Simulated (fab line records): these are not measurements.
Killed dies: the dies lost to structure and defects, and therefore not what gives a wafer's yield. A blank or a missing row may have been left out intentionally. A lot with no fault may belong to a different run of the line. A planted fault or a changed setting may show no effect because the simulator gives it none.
fab line records -- flow ritCmos
record: lots: 13, wafers: 39, lastDay: 6
route steps=202 shown ACTIVE@14 FOX2@80 GATE@84 M1@194
lots with no fault: from the same line, run without faults
startH: hours from the record's opening day to when the first of the lot's shown wafers began -- waitH: hours since the lot's step before -- " same as the row above -- L1.1+2: several wafers, shown together as one row -- - no value present, or no start provided -- * or withheld: withheld -- < > ~ a bound
route shown NAME@n: names a module that has steps shown in the file, with the first one's number in the route -- usual: mean and standard deviation over wafers with no fault -- same: alike in all rows -- chamber/n: place in a boat -- sites: per-site readings -- _std_site: the values' standard deviation -- _edge_site: outer sites' mean less inner sites' -- radiusMm: for every site, how far away it sits from the centre of the wafer -- mask NAME#n: copy n -- behind: tool/chamber where the wafer was last shaped -- hold: what put the lot on hold/how long, in hours/how the hold closed -- device: names the non-switching transistor (n, p or np) -- end of line: at the end of the route, the tests of the same wafers -- a step without rows: its recipe alone -- killed: count of dies lost to structure and defects at first sort (not the wafer's yield) -- map: a wafer's dies, marking killed ones x, the rest . and places with no die _
set.NAME: the setting that was run; set.NAME@STEP: the one run at that earlier step -- model.NAME: the simulator's own value behind a step, which no gauge read
one table for each step of the route and one row for each wafer, over a sample of lots
services: from which hour (startH, from the record's first day; less than 0 if before it) a tool's chamber was out of use, for how many hours, and why
== steps ==
step: RIT_ACTIVE_ETCH_13
recipe: stopOn: SiO2, chemistry: SF6, target: Si3N4, timeS: 210, overEtchFrac: 0.4, SF6_flow_sccm: 200, pressureMtorr: 271.2, rfW: 125, targetDepthA: 2100
usual: drypumpMotorCurrentA: 5.7/0.43, oesProductAu: 0.818/0.014, throttleValvePct: 7.32/0.08
lot.wafer,tool,chamber,startH,waitH,drypumpMotorCurrentA,oesProductAu,rfHoursCounterH,throttleValvePct
L747.3,rieDiel-01,3,15.53,0.1,5.2,0.811,83,7.47
L747.4,rieDiel-01,2,15.53,0.1,6.2,0.835,73,7.38
L747.5,rieDiel-01,0,15.53,0.1,5.7,0.813,-,7.37
L748.2,rieDiel-03,1,21.07,0.1,6.3,0.819,83,7.39
L748.4,rieDiel-03,3,21.07,0.1,5.7,0.796,123,7.37
L748.6,rieDiel-03,0,21.07,0.1,5.7,0.811,-,7.31
L749.1,rieDiel-01,2,25.01,0.1,6.2,0.834,74,7.38
L749.2,rieDiel-01,3,25.01,0.1,5.1,0.808,83,7.48
L749.4,rieDiel-01,1,25.01,0.1,5.3,0.823,24,7.20
L750.3,rieDiel-03,1,29.83,0.1,6.3,0.823,83,7.37
L750.4,rieDiel-03,2,29.83,0.1,5.6,0.807,6,7.34
L750.5,rieDiel-03,0,29.83,0.1,5.7,0.818,-,7.31
L751.1,rieDiel-04,3,34.83,0.1,5.6,0.846,98,7.24
L751.3,rieDiel-04,1,34.83,0.1,6.5,0.819,140,7.30
L751.6,rieDiel-04,3,34.83,0.1,5.6,0.845,-,7.24
L752.4,rieDiel-03,2,41.28,0.1,5.6,0.811,6,7.33
L752.5,rieDiel-03,3,41.28,0.1,5.7,0.794,-,7.38
L752.6,rieDiel-03,0,41.28,0.1,5.7,0.822,-,7.30
L753.1,rieDiel-04,3,44.92,0.1,5.6,0.842,98,7.25
L753.4,rieDiel-04,2,44.92,0.1,5.8,0.831,29,7.14
L753.5,rieDiel-04,2,44.92,0.1,5.8,0.823,-,7.13
L755.1,rieDiel-03,1,55.15,0.1,6.3,0.814,83,7.38
L755.4,rieDiel-03,2,55.15,0.1,5.6,0.809,6,7.33
L755.5,rieDiel-03,0,55.15,0.1,5.7,0.819,-,7.30
L756.2,rieDiel-03,1,60.19,0.1,6.3,0.808,83,7.38
L756.5,rieDiel-03,2,60.19,0.1,5.5,0.815,-,7.33
L756.6,rieDiel-03,1,60.19,0.1,6.3,0.819,-,7.36
L758.1,rieDiel-03,0,69.71,0.1,5.7,0.818,2,7.30
L758.5,rieDiel-03,1,69.71,0.1,6.3,0.827,-,7.37
L758.6,rieDiel-03,0,69.71,0.1,5.7,0.825,-,7.29
L760.1,rieDiel-04,0,79.83,0.1,4.9,0.829,6,7.32
L760.3,rieDiel-04,2,79.83,0.1,5.8,0.816,29,7.13
L760.6,rieDiel-04,3,79.83,0.1,5.6,0.836,-,7.24
L765.1,rieDiel-03,2,104.86,0.1,5.6,0.799,7,7.34
L765.3,rieDiel-03,3,104.86,0.1,5.7,0.788,125,7.37
L765.5,rieDiel-03,3,104.86,0.1,5.7,0.781,-,7.37
L766.2,rieDiel-03,1,109.71,0.1,6.3,0.814,84,7.37
L766.3,rieDiel-03,0,109.71,0.1,5.6,0.813,2,7.30
L766.4,rieDiel-03,3,109.71,0.1,5.7,0.783,125,7.36
step: RIT_FOX2_THK_MEAS_91
recipe: reads: SiO2_of_FOX2_OXIDATION_00
usual: FIELD_OXIDE_LEFT_2_THK: 257/7.2
lot.wafer,tool,chamber,startH,waitH,FIELD_OXIDE_LEFT_2_THK[nm]
L747.3,filmMetro-04,-,33.45,0.0,239
L747.4,filmMetro-04,-,33.45,0.0,243
L747.5,filmMetro-04,-,33.45,0.0,238
L748.2,filmMetro-03,-,38.99,0.0,266
L748.4,filmMetro-03,-,38.99,0.0,266
L748.6,filmMetro-03,-,38.99,0.0,273
L749.1,filmMetro-04,-,47.75,0.0,261
L749.2,filmMetro-04,-,47.75,0.0,262
L749.4,filmMetro-04,-,47.75,0.0,259
L750.3,filmMetro-01,-,48.34,0.0,263
L750.4,filmMetro-01,-,48.34,0.0,259
L750.5,filmMetro-01,-,48.34,0.0,265
L751.1,filmMetro-03,-,55.09,0.0,260
L751.3,filmMetro-03,-,55.09,0.0,260
L751.6,filmMetro-03,-,55.09,0.0,259
L752.4,filmMetro-03,-,58.25,0.0,258
L752.5,filmMetro-03,-,58.25,0.0,262
L752.6,filmMetro-03,-,58.25,0.0,255
L753.1,filmMetro-01,-,62.96,0.0,253
L753.4,filmMetro-01,-,62.96,0.0,262
L753.5,filmMetro-01,-,62.96,0.0,257
L755.1,filmMetro-03,-,73.74,0.0,247
L755.4,filmMetro-03,-,73.74,0.0,248
L755.5,filmMetro-03,-,73.74,0.0,247
L756.2,filmMetro-01,-,77.09,0.0,252
L756.5,filmMetro-01,-,77.09,0.0,250
L756.6,filmMetro-01,-,77.09,0.0,252
L758.1,filmMetro-01,-,87.33,0.0,257
L758.5,filmMetro-01,-,87.33,0.0,261
L758.6,filmMetro-01,-,87.33,0.0,256
L760.1,filmMetro-03,-,96.50,0.0,250
L760.3,filmMetro-03,-,96.50,0.0,253
L760.6,filmMetro-03,-,96.50,0.0,250
L765.1,filmMetro-01,-,121.74,0.0,257
L765.3,filmMetro-01,-,121.74,0.0,258
L765.5,filmMetro-01,-,121.74,0.0,259
L766.2,filmMetro-03,-,126.70,0.0,259
L766.3,filmMetro-03,-,126.70,0.0,263
L766.4,filmMetro-03,-,126.70,0.0,259
step: RIT_GATE_CVD_08
recipe: material: poly-Si, targetThkNm: 250, tempC: 610, precursor: SiH4, timeS: 2220, pressureMtorr: 300, sih4FlowSccm: 100
usual: pressureMtorr: 300.1/0.64
lot.wafer,tool,chamber,startH,waitH,pressureMtorr
L747.3,lpcvd-02,1,38.81,0.0,300.2
L747.4,lpcvd-02,1,38.81,0.0,300.2
L747.5,lpcvd-02,1,38.81,0.0,299.4
L748.2,lpcvd-02,1,40.43,0.0,299.6
L748.4,lpcvd-02,1,40.43,0.0,300.0
L748.6,lpcvd-02,1,40.43,0.0,300.4
L749.1,lpcvd-01,1,49.20,0.1,300.2
L749.2,lpcvd-01,1,49.20,0.1,299.1
L749.4,lpcvd-01,1,49.20,0.1,298.7
L750.3,lpcvd-01,1,50.81,1.1,298.9
L750.4,lpcvd-01,1,50.81,1.1,298.7
L750.5,lpcvd-01,1,50.81,1.1,299.5
L751.1,lpcvd-01,0,57.72,0.1,299.8
L751.3,lpcvd-01,0,57.72,0.1,300.0
L751.6,lpcvd-01,0,57.72,0.1,300.3
L752.4,lpcvd-01,0,59.90,0.0,299.8
L752.5,lpcvd-01,0,59.90,0.0,298.4
L752.6,lpcvd-01,0,59.90,0.0,299.5
L753.1,lpcvd-01,1,64.40,0.1,300.0
L753.4,lpcvd-01,1,64.40,0.1,300.8
L753.5,lpcvd-01,1,64.40,0.1,299.9
L755.1,lpcvd-02,1,75.18,0.1,300.4
L755.4,lpcvd-02,1,75.18,0.1,300.2
L755.5,lpcvd-02,1,75.18,0.1,301.2
L756.2,lpcvd-01,1,78.53,0.0,299.9
L756.5,lpcvd-01,1,78.53,0.0,300.9
L756.6,lpcvd-01,1,78.53,0.0,299.4
L758.1,lpcvd-02,0,88.77,0.1,361.1
L758.5,lpcvd-02,0,88.77,0.1,360.6
L758.6,lpcvd-02,0,88.77,0.1,360.5
L760.1,lpcvd-02,0,98.44,0.1,360.6
L760.3,lpcvd-02,0,98.44,0.1,360.3
L760.6,lpcvd-02,0,98.44,0.1,360.1
L765.1,lpcvd-01,0,123.18,0.1,299.7
L765.3,lpcvd-01,0,123.18,0.1,300.3
L765.5,lpcvd-01,0,123.18,0.1,299.8
L766.2,lpcvd-01,0,128.53,0.0,299.9
L766.3,lpcvd-01,0,128.53,0.0,300.7
L766.4,lpcvd-01,0,128.53,0.0,299.7
step: RIT_GATE_THK_MEAS_09
recipe: reads: poly-Si_of_GATE_CVD_08
usual: GATE_POLY_THK: 249.8/1.9
lot.wafer,tool,chamber,startH,waitH,GATE_POLY_THK[nm]
L747.3,filmMetro-04,-,40.45,0.0,250.1
L747.4,filmMetro-04,-,40.45,0.0,251.5
L747.5,filmMetro-04,-,40.45,0.0,253.4
L748.2,filmMetro-03,-,42.06,0.0,249.5
L748.4,filmMetro-03,-,42.06,0.0,250.4
L748.6,filmMetro-03,-,42.06,0.0,248.2
L749.1,filmMetro-03,-,50.81,0.0,248.7
L749.2,filmMetro-03,-,50.81,0.0,248.2
L749.4,filmMetro-03,-,50.81,0.0,247.3
L750.3,filmMetro-04,-,52.45,0.0,245.2
L750.4,filmMetro-04,-,52.45,0.0,247.2
L750.5,filmMetro-04,-,52.45,0.0,246.4
L751.1,filmMetro-01,-,59.34,0.0,252.1
L751.3,filmMetro-01,-,59.34,0.0,253.0
L751.6,filmMetro-01,-,59.34,0.0,253.0
L752.4,filmMetro-04,-,61.55,0.0,251.1
L752.5,filmMetro-04,-,61.55,0.0,251.9
L752.6,filmMetro-04,-,61.55,0.0,251.1
L753.1,filmMetro-01,-,66.02,0.0,248.2
L753.4,filmMetro-01,-,66.02,0.0,247.4
L753.5,filmMetro-01,-,66.02,0.0,246.4
L755.1,filmMetro-03,-,76.80,0.0,252.8
L755.4,filmMetro-03,-,76.80,0.0,252.0
L755.5,filmMetro-03,-,76.80,0.0,253.6
L756.2,filmMetro-03,-,80.16,0.0,249.2
L756.5,filmMetro-03,-,80.16,0.0,249.8
L756.6,filmMetro-03,-,80.16,0.0,251.5
L758.1,filmMetro-01,-,90.39,0.0,272.5
L758.5,filmMetro-01,-,90.39,0.0,272.8
L758.6,filmMetro-01,-,90.39,0.0,273.0
L760.1,filmMetro-01,-,100.07,0.0,273.5
L760.3,filmMetro-01,-,100.07,0.0,271.3
L760.6,filmMetro-01,-,100.07,0.0,269.3
L765.1,filmMetro-01,-,124.80,0.0,250.2
L765.3,filmMetro-01,-,124.80,0.0,249.2
L765.5,filmMetro-01,-,124.80,0.0,251.1
L766.2,filmMetro-01,-,130.16,0.0,250.0
L766.3,filmMetro-01,-,130.16,0.0,251.5
L766.4,filmMetro-01,-,130.16,0.0,251.5
step: RIT_GATE_ETCH_19
recipe: chemistry: SF6/CHF3/O2, timeS: 165, SF6_flow_sccm: 30, CHF3_flow_sccm: 30, O2_flow_sccm: 5, target: poly-Si, pressureMtorr: 40, rfW: 160, targetDepthA: 3125, overEtchFrac: 0.25, stopOn: SiO2
usual: O2_flow_sccm: 5.000/0.015, drypumpMotorCurrentA: 5.9/0.37, oesProductAu: 0.858/0.0097, throttleValvePct: 10.25/0.15
lot.wafer,tool,chamber,startH,waitH,O2_flow_sccm,drypumpMotorCurrentA,oesProductAu,rfHoursCounterH,throttleValvePct
L747.3,rieSi-02,1,41.84,0.1,5.003,6.1,0.864,93,10.18
L747.4,rieSi-02,3,41.84,0.1,5.007,5.8,0.872,5,10.52
L747.5,rieSi-02,0,41.84,0.1,5.003,5.3,0.860,-,10.32
L748.2,rieSi-01,0,43.26,0.1,4.990,6.1,0.846,117,10.44
L748.4,rieSi-01,3,43.26,0.1,4.989,6.0,0.854,90,10.20
L748.6,rieSi-01,3,43.26,0.1,4.991,6.0,0.849,-,10.20
L749.1,rieSi-02,2,52.16,0.1,4.990,6.3,0.858,1,10.16
L749.2,rieSi-02,0,52.16,0.1,5.019,5.3,0.838,4,10.30
L749.4,rieSi-02,2,52.16,0.1,4.979,6.3,0.853,-,10.16
L750.3,rieSi-01,2,53.84,0.1,4.998,6.0,0.858,124,10.01
L750.4,rieSi-01,0,53.84,0.1,5.017,6.1,0.843,117,10.46
L750.5,rieSi-01,3,53.84,0.1,5.019,6.0,0.850,-,10.21
L751.1,rieSi-02,0,60.66,0.1,4.985,5.3,0.852,4,10.32
L751.3,rieSi-02,2,60.66,0.1,4.994,6.2,0.868,1,10.16
L751.6,rieSi-02,0,60.66,0.1,4.999,5.3,0.857,-,10.30
L752.4,rieSi-01,0,62.74,0.1,4.974,6.1,0.853,117,10.46
L752.5,rieSi-01,1,62.74,0.1,5.023,5.2,0.868,-,10.25
L752.6,rieSi-01,2,62.74,0.1,4.994,6.0,0.874,-,9.99
L753.1,rieSi-02,2,67.47,0.1,5.020,6.3,0.855,1,10.17
L753.4,rieSi-02,0,67.47,0.1,4.968,5.3,0.842,4,10.31
L753.5,rieSi-02,2,67.47,0.1,4.970,6.2,0.857,-,10.16
L755.1,rieSi-02,1,78.10,0.1,5.005,6.2,0.866,93,10.20
L755.4,rieSi-02,3,78.10,0.1,5.003,5.8,0.859,6,10.50
L755.5,rieSi-02,3,78.10,0.1,5.022,5.8,0.866,-,10.50
L756.2,rieSi-01,2,81.49,0.1,4.986,6.0,0.866,124,10.02
L756.5,rieSi-01,2,81.49,0.1,5.006,6.1,0.879,-,10.00
L756.6,rieSi-01,3,81.49,0.1,4.998,6.0,0.856,-,10.21
L758.1,rieSi-01,1,91.67,0.1,5.007,5.2,0.915,3,10.25
L758.5,rieSi-01,3,91.67,0.1,5.014,6.0,0.903,-,10.19
L758.6,rieSi-01,2,91.67,0.1,4.983,6.0,0.921,-,10.02
L760.1,rieSi-01,2,101.30,0.1,5.003,6.0,0.930,125,10.02
L760.3,rieSi-01,0,101.30,0.1,5.001,6.1,0.901,117,10.43
L760.6,rieSi-01,1,101.30,0.1,4.982,5.1,0.902,-,10.23
L765.1,rieSi-02,1,126.13,0.1,5.033,6.2,0.865,94,10.20
L765.3,rieSi-02,0,126.13,0.1,5.004,5.3,0.852,5,10.32
L765.5,rieSi-02,3,126.13,0.1,4.994,5.8,0.866,-,10.51
L766.2,rieSi-01,0,131.53,0.1,4.988,6.1,0.847,117,10.46
L766.3,rieSi-01,1,131.53,0.1,4.980,5.2,0.868,3,10.25
L766.4,rieSi-01,2,131.53,0.1,5.015,6.0,0.880,125,10.01
step: RIT_M1_OVL_MEAS_10
usual: M1_OVL: 0.4/1.3
lot.wafer,tool,chamber,startH,waitH,M1_OVL[nm]
L747.3,overlay-01,-,60.17,0.1,1.4
L747.4,overlay-01,-,60.17,0.1,1.1
L747.5,overlay-01,-,60.17,0.1,2.0
L748.2,overlay-02,-,62.01,0.1,-0.3
L748.4,overlay-02,-,62.01,0.1,-0.6
L748.6,overlay-02,-,62.01,0.1,-0.5
L749.1,overlay-01,-,70.31,0.1,1.1
L749.2,overlay-01,-,70.31,0.1,-0.1
L749.4,overlay-01,-,70.31,0.1,0.5
L750.3,overlay-01,-,71.89,0.1,2.7
L750.4,overlay-01,-,71.89,0.1,1.2
L750.5,overlay-01,-,71.89,0.1,-0.2
L751.1,overlay-02,-,78.68,0.1,-0.1
L751.3,overlay-02,-,78.68,0.1,0.1
L751.6,overlay-02,-,78.68,0.1,1.2
L752.4,overlay-02,-,80.56,0.1,1.7
L752.5,overlay-02,-,80.56,0.1,1.7
L752.6,overlay-02,-,80.56,0.1,2.5
L753.1,overlay-02,-,85.01,0.1,-0.2
L753.4,overlay-02,-,85.01,0.1,-1.7
L753.5,overlay-02,-,85.01,0.1,-0.4
L755.1,overlay-01,-,95.03,0.1,0.2
L755.4,overlay-01,-,95.03,0.1,1.6
L755.5,overlay-01,-,95.03,0.1,2.0
L756.2,overlay-01,-,99.57,0.1,0.4
L756.5,overlay-01,-,99.57,0.1,-0.1
L756.6,overlay-01,-,99.57,0.1,-0.9
L758.1,overlay-01,-,108.89,0.1,0.6
L758.5,overlay-01,-,108.89,0.1,-0.4
L758.6,overlay-01,-,108.89,0.1,0.2
L760.1,overlay-01,-,118.68,0.1,-0.2
L760.3,overlay-01,-,118.68,0.1,-0.4
L760.6,overlay-01,-,118.68,0.1,0.4
L765.1,overlay-02,-,144.21,0.1,0.2
L765.3,overlay-02,-,144.21,0.1,0.6
L765.5,overlay-02,-,144.21,0.1,1.6
L766.2,overlay-01,-,149.81,0.1,-3.8
L766.3,overlay-01,-,149.81,0.1,-2.6
L766.4,overlay-01,-,149.81,0.1,-2.8
step: RIT_M1_PROBE_99
usual: killedAtContacts: 0.1/0.24, killedAtFrontEnd: 7.1/2.8, killedDies: 7.2/2.8, killedOnRim: 1.8/1.4, killedOpen: 3.6/2.1, killedShort: 3.6/1.9
same: grossDies: 264, killed_at_M0_to_M3: 0, killed_at_M4_up: 0, killedAtBackSide: 0, killedAtOther: 0
lot.wafer,tool,chamber,startH,waitH,killedAtContacts,killedAtFrontEnd,killedDies,killedOnRim,killedOpen,killedShort
L747.3,prober-01,-,62.80,0.2,0,6,6,1,3,3
L747.4,prober-01,-,62.85,0.2,0,11,11,5,3,8
L747.5,prober-01,-,62.90,0.2,0,6,6,1,4,2
L748.2,prober-02,-,65.49,0.1,0,7,7,2,4,3
L748.4,prober-02,-,65.59,0.2,0,10,10,2,5,5
L748.6,prober-02,-,65.69,0.2,0,9,9,3,2,7
L749.1,prober-01,-,72.85,0.1,0,12,12,1,5,7
L749.2,prober-01,-,72.90,0.1,0,10,10,2,6,4
L749.4,prober-01,-,73.00,0.2,0,7,7,2,2,5
L750.3,prober-02,-,74.70,0.2,0,5,5,0,2,3
L750.4,prober-02,-,74.75,0.2,1,6,7,1,3,4
L750.5,prober-02,-,74.80,0.2,0,8,8,2,6,2
L751.1,prober-01,-,81.22,0.1,0,9,9,1,4,5
L751.3,prober-01,-,81.32,0.2,0,6,6,2,2,4
L751.6,prober-01,-,81.47,0.2,0,5,5,0,5,0
L752.4,prober-02,-,83.31,0.2,0,11,11,3,9,2
L752.5,prober-02,-,83.36,0.2,1,2,3,0,2,1
L752.6,prober-02,-,83.41,0.2,0,3,3,0,3,0
L753.1,prober-01,-,87.56,0.1,0,4,4,1,2,2
L753.4,prober-01,-,87.71,0.2,0,6,6,0,3,3
L753.5,prober-01,-,87.76,0.2,0,4,4,0,2,2
L755.1,prober-01,-,97.79,0.1,0,12,12,3,6,6
L755.4,prober-01,-,97.94,0.2,0,6,6,2,4,2
L755.5,prober-01,-,97.99,0.2,0,13,13,4,7,6
L756.2,prober-02,-,102.15,0.1,0,3,3,1,1,2
L756.5,prober-02,-,102.30,0.2,0,5,5,2,0,5
L756.6,prober-02,-,102.35,0.2,0,7,7,1,4,3
L758.1,prober-01,-,111.43,0.1,0,6,6,1,3,3
L758.5,prober-01,-,111.63,0.2,0,4,4,0,1,3
L758.6,prober-01,-,111.68,0.2,0,5,5,1,2,3
L760.1,prober-01,-,121.32,0.1,1,12,13,1,5,8
L760.3,prober-01,-,121.42,0.2,0,8,8,4,4,4
L760.6,prober-01,-,121.57,0.2,0,8,8,0,3,5
L765.1,prober-02,-,146.75,0.1,0,10,10,7,5,5
L765.3,prober-02,-,146.85,0.2,1,12,13,6,7,6
L765.5,prober-02,-,146.95,0.2,0,7,7,0,3,4
L766.2,prober-01,-,153.07,0.1,0,5,5,2,3,2
L766.3,prober-01,-,153.12,0.2,0,9,9,5,4,5
L766.4,prober-01,-,153.17,0.2,0,7,7,3,2,5
killed by level:class
L747.3 SILICIDE:geometricParticle:open=2 FOX2:geometricParticle:short=1 GATE:geometricParticle:open=1 GATE:geometricParticle:short=1 REOX:geometricParticle:short=1
L747.4 GATE:geometricParticle:short=7 FOX1:geometricParticle:short=1 FOX1:geometricParticle:open=1 REOX:geometricParticle:open=1 SPACER:geometricParticle:open=1
L747.5 GATE:geometricParticle:open=3 SPACER:geometricParticle:short=2 FOX2:geometricParticle:open=1
L748.2 GATE:geometricParticle:open=2 REOX:geometricParticle:short=2 FOX1:geometricParticle:open=1 GATE:geometricParticle:short=1 REOX:geometricParticle:open=1
L748.4 GATE:geometricParticle:short=2 GATE:geometricParticle:open=2 FOX2:geometricParticle:short=1 FOX2:geometricParticle:open=1 REOX:geometricParticle:open=1 REOX:geometricParticle:short=1 SILICIDE:geometricParticle:open=1 SILICIDE:geometricParticle:short=1
L748.6 FOX1:geometricParticle:short=3 GATE:geometricParticle:open=2 GATE:geometricParticle:short=2 REOX:geometricParticle:short=2
L749.1 FOX1:geometricParticle:open=2 REOX:geometricParticle:short=2 SPACER:geometricParticle:short=2 SPACER:geometricParticle:open=2 FOX1:geometricParticle:short=1 FOX2:geometricParticle:short=1 GATE:geometricParticle:short=1 REOX:geometricParticle:open=1
L749.2 GATE:geometricParticle:open=3 REOX:geometricParticle:open=2 REOX:geometricParticle:short=2 FOX1:geometricParticle:short=1 SPACER:geometricParticle:open=1 SPACER:geometricParticle:short=1
L749.4 GATE:geometricParticle:short=3 FOX1:geometricParticle:short=1 REOX:geometricParticle:short=1 SPACER:geometricParticle:open=1 SILICIDE:geometricParticle:open=1
L750.3 FOX1:geometricParticle:short=2 SILICIDE:geometricParticle:open=2 SILICIDE:geometricParticle:short=1
L750.4 SPACER:geometricParticle:open=2 FOX1:geometricParticle:short=1 FOX1:geometricParticle:open=1 REOX:geometricParticle:short=1 SILICIDE:geometricParticle:short=1 CONTACT:geometricParticle:short=1
L750.5 SILICIDE:geometricParticle:open=3 GATE:geometricParticle:open=2 GATE:geometricParticle:short=1 REOX:geometricParticle:short=1 SPACER:geometricParticle:open=1
L751.1 SPACER:geometricParticle:short=2 SILICIDE:geometricParticle:open=2 FOX1:geometricParticle:open=1 FOX2:geometricParticle:short=1 GATE:geometricParticle:short=1 REOX:geometricParticle:open=1 SILICIDE:geometricParticle:short=1
L751.3 FOX2:geometricParticle:short=1 GATE:geometricParticle:short=1 SPACER:geometricParticle:open=1 SPACER:geometricParticle:short=1 SILICIDE:geometricParticle:short=1 SILICIDE:geometricParticle:open=1
L751.6 SPACER:geometricParticle:open=4 FOX1:geometricParticle:open=1
L752.4 GATE:geometricParticle:open=5 REOX:geometricParticle:open=2 FOX1:geometricParticle:open=1 GATE:geometricParticle:short=1 REOX:geometricParticle:short=1 SPACER:geometricParticle:open=1
L752.5 FOX2:geometricParticle:short=1 GATE:geometricParticle:open=1 CONTACT:geometricParticle:open=1
L752.6 REOX:geometricParticle:open=2 SILICIDE:geometricParticle:open=1
L753.1 FOX1:geometricParticle:open=1 GATE:geometricParticle:short=1 REOX:geometricParticle:open=1 REOX:geometricParticle:short=1
L753.4 FOX2:geometricParticle:short=2 GATE:geometricParticle:open=2 GATE:geometricParticle:short=1 SPACER:geometricParticle:open=1
L753.5 FOX2:geometricParticle:open=1 GATE:geometricParticle:short=1 REOX:geometricParticle:short=1 SILICIDE:geometricParticle:open=1
L755.1 GATE:geometricParticle:open=3 FOX2:geometricParticle:open=2 SPACER:geometricParticle:short=2 FOX1:geometricParticle:short=1 FOX2:geometricParticle:short=1 GATE:geometricParticle:short=1 REOX:geometricParticle:short=1 SPACER:geometricParticle:open=1
L755.4 SILICIDE:geometricParticle:open=2 GATE:geometricParticle:short=1 REOX:geometricParticle:open=1 REOX:geometricParticle:short=1 SPACER:geometricParticle:open=1
L755.5 GATE:geometricParticle:open=3 FOX1:geometricParticle:short=2 SPACER:geometricParticle:short=2 FOX1:geometricParticle:open=1 FOX2:geometricParticle:open=1 GATE:geometricParticle:short=1 REOX:geometricParticle:short=1 SPACER:geometricParticle:open=1
L756.2 FOX1:geometricParticle:open=1 FOX1:geometricParticle:short=1 GATE:geometricParticle:short=1
L756.5 GATE:geometricParticle:short=2 FOX1:geometricParticle:short=1 SPACER:geometricParticle:short=1 SILICIDE:geometricParticle:short=1
L756.6 GATE:geometricParticle:short=2 SILICIDE:geometricParticle:open=2 GATE:geometricParticle:open=1 SPACER:geometricParticle:open=1 SPACER:geometricParticle:short=1
L758.1 FOX1:geometricParticle:open=2 FOX1:geometricParticle:short=2 GATE:geometricParticle:short=1 SPACER:geometricParticle:open=1
L758.5 FOX1:geometricParticle:short=1 REOX:geometricParticle:short=1 SPACER:geometricParticle:open=1 SILICIDE:geometricParticle:short=1
L758.6 GATE:geometricParticle:short=3 FOX1:geometricParticle:open=2
L760.1 GATE:geometricParticle:short=6 GATE:geometricParticle:open=2 FOX1:geometricParticle:short=1 FOX1:geometricParticle:open=1 SPACER:geometricParticle:short=1 SPACER:geometricParticle:open=1 CONTACT:geometricParticle:open=1
L760.3 FOX1:geometricParticle:short=2 REOX:geometricParticle:open=2 FOX1:geometricParticle:open=1 GATE:geometricParticle:short=1 GATE:geometricParticle:open=1 SPACER:geometricParticle:short=1
L760.6 GATE:geometricParticle:short=3 FOX1:geometricParticle:short=2 REOX:geometricParticle:open=2 GATE:geometricParticle:open=1
L765.1 GATE:geometricParticle:short=4 GATE:geometricParticle:open=3 FOX1:geometricParticle:open=1 SILICIDE:geometricParticle:short=1 REOX:geometricParticle:open=1
L765.3 GATE:geometricParticle:short=3 GATE:geometricParticle:open=2 SILICIDE:geometricParticle:open=2 FOX1:geometricParticle:open=1 FOX2:geometricParticle:open=1 REOX:geometricParticle:short=1 REOX:geometricParticle:open=1 SILICIDE:geometricParticle:short=1
L765.5 FOX1:geometricParticle:short=1 FOX2:geometricParticle:short=1 GATE:geometricParticle:open=1 GATE:geometricParticle:short=1 REOX:geometricParticle:open=1 SILICIDE:geometricParticle:short=1 SILICIDE:geometricParticle:open=1
L766.2 REOX:geometricParticle:open=3 FOX1:geometricParticle:short=2
L766.3 FOX1:geometricParticle:open=2 FOX2:geometricParticle:short=2 SILICIDE:geometricParticle:short=2 GATE:geometricParticle:open=1 REOX:geometricParticle:open=1 SPACER:geometricParticle:short=1
L766.4 FOX1:geometricParticle:short=2 GATE:geometricParticle:short=2 FOX1:geometricParticle:open=1 SPACER:geometricParticle:short=1 SPACER:geometricParticle:open=1
== services ==
tool,chamber,startH,hours,kind
lpcvd-01,-,-0.94,4.3,pm
rieDiel-04,-,11.65,14.6,pm
rieSi-02,3,43.44,9.9,repair
rieDiel-04,2,46.93,6.5,repair
rieDiel-01,-,49.81,14.6,pm
lpcvd-02,-,61.97,1.0,repair
rieDiel-04,1,93.59,5.7,repair
rieDiel-03,0,99.66,7.5,repair
rieSi-01,3,105.46,6.6,repair
rieSi-02,-,112.90,0.1,repair
rieDiel-04,0,115.14,22.4,repair
rieDiel-01,3,118.27,4.3,repair
== key ==
firstSign: step: RIT_GATE_CVD_08, reading: pressureMtorr, direction: up, sigmas: 94, usual: 300.1, struck: 360.5
effect: step: RIT_GATE_THK_MEAS_09, reading: GATE_POLY_THK, direction: up, sigmas: 12, usual: 249.8, struck: 272.1
effect: step: RIT_GATE_ETCH_19, reading: oesProductAu, direction: up, sigmas: 5.6, usual: 0.858, struck: 0.912
metAt RIT_GATE_CVD_08
struckLots L758,L760
struckWafers L758.1,L758.5,L758.6,L760.1,L760.3,L760.6
testerLeftOut L758,L760
notActingAt RIT_ACTIVE_ETCH_13,RIT_FOX2_THK_MEAS_91,RIT_M1_OVL_MEAS_10
fault: kind: processParameterDrift, tool: lpcvd-02, chamber: 0, onsetH: 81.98, steps: RIT_GATE_CVD_08, channel: pressureMtorr, offset: 60, shape: step, endH: 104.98, actsIn: theseRecipesOnly, stated: 300
testerLeftOut: of these lots the tester's yield and bins aren't shown, on N5 and GAA mostly nor the transistor test; their killed dies are dies lost to structure and defects alone, not to doping, threshold or leakage, so they don't give the yield
